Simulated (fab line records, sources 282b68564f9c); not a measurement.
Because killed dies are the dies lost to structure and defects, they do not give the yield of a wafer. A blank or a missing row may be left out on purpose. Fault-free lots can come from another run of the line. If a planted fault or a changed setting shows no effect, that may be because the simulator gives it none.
One fault seen from 2 desks | flow rit-cmos | only its own numbers are on each desk; what lay behind them is given at the end

## FROM THE METROLOGY DESK
What the gauges read, lot by lot, whatever tool the lot ran on: means of the sampled wafers that have a number. Marked OUT: a lot whose mean sits more than 4 standard deviations from the usual mean, which makes it out of limits; the brackets give that distance.
Columns: A = FIELD_OXIDE_LEFT_1_THK at RIT_FOX2_THK_MEAS_90, usual 323 nm; B = cd-nm at RIT_GATE_CD_MEAS_90, usual 148.9 nm
lot  | first seen here | A   | B
L138 | day 1 22:16     | 316 | 147.5
L140 | day 2 07:00     | 319 | 149.0
L141 | day 2 11:45     | 319 | 147.3
L142 | day 2 16:19     | 315 | 148.1
L146 | day 3 14:43     | 311 | 151.8
L149 | day 4 04:07     | 323 | 149.6
L151 | day 4 12:39     | 328 | 150.6
L152 | day 4 19:19     | 323 | 148.4
L153 | day 4 23:42     | 331 | 149.7
L154 | day 5 04:53     | 322 | 148.1
L155 | day 5 10:29     | 330 | 152.1
L157 | day 6 04:21     | 322 | 149.7
L160 | day 6 09:57     | 328 | 151.2
L161 | day 6 18:49     | 328 | 147.5
This desk's verdict: no lot among the 14 shows anything out of limits.

## DESK OF THE TOOL OWNER: rie-diel-02
The tool's own readings at RIT_CONTACT_ETCH_11 (etches SiO2 in CHF3/CF4/Ar, stops on TiSi2, target depth 480 nm, time 320 s): means of the sampled wafers that have a number, for each lot that ran on this tool. Marked OUT: a lot whose mean sits more than 4 standard deviations from the usual mean, which makes it out of limits; the brackets give that distance.
Columns: A = CHF3_flow_sccm at RIT_CONTACT_ETCH_11, usual 50.00 sccm; B = drypump-motor-current-A at RIT_CONTACT_ETCH_11, usual 5.7 A; C = oes-product-au at RIT_CONTACT_ETCH_11, usual 0.984 a.u.; D = throttle-valve-pct at RIT_CONTACT_ETCH_11, usual 8.86 %
lot  | first seen here | A     | B   | C     | D
L138 | day 3 09:14     | 50.05 | 5.3 | 0.989 | 8.81
L141 | day 3 22:02     | 49.98 | 5.4 | 0.983 | 8.72
L146 | day 5 01:47     | 49.98 | 5.4 | 0.988 | 8.75
L149 | day 5 14:48     | 49.83 | 5.4 | 0.983 | 8.74
L151 | day 5 21:53     | 49.99 | 5.4 | 0.981 | 8.75
This desk's verdict: no lot among the 5 shows anything out of limits.

## BROUGHT TOGETHER
From the metrology desk's view, nothing was out of limits.
The desk of the tool owner found nothing out of limits.

## WHAT WAS PUT IN BY THE SIMULATOR
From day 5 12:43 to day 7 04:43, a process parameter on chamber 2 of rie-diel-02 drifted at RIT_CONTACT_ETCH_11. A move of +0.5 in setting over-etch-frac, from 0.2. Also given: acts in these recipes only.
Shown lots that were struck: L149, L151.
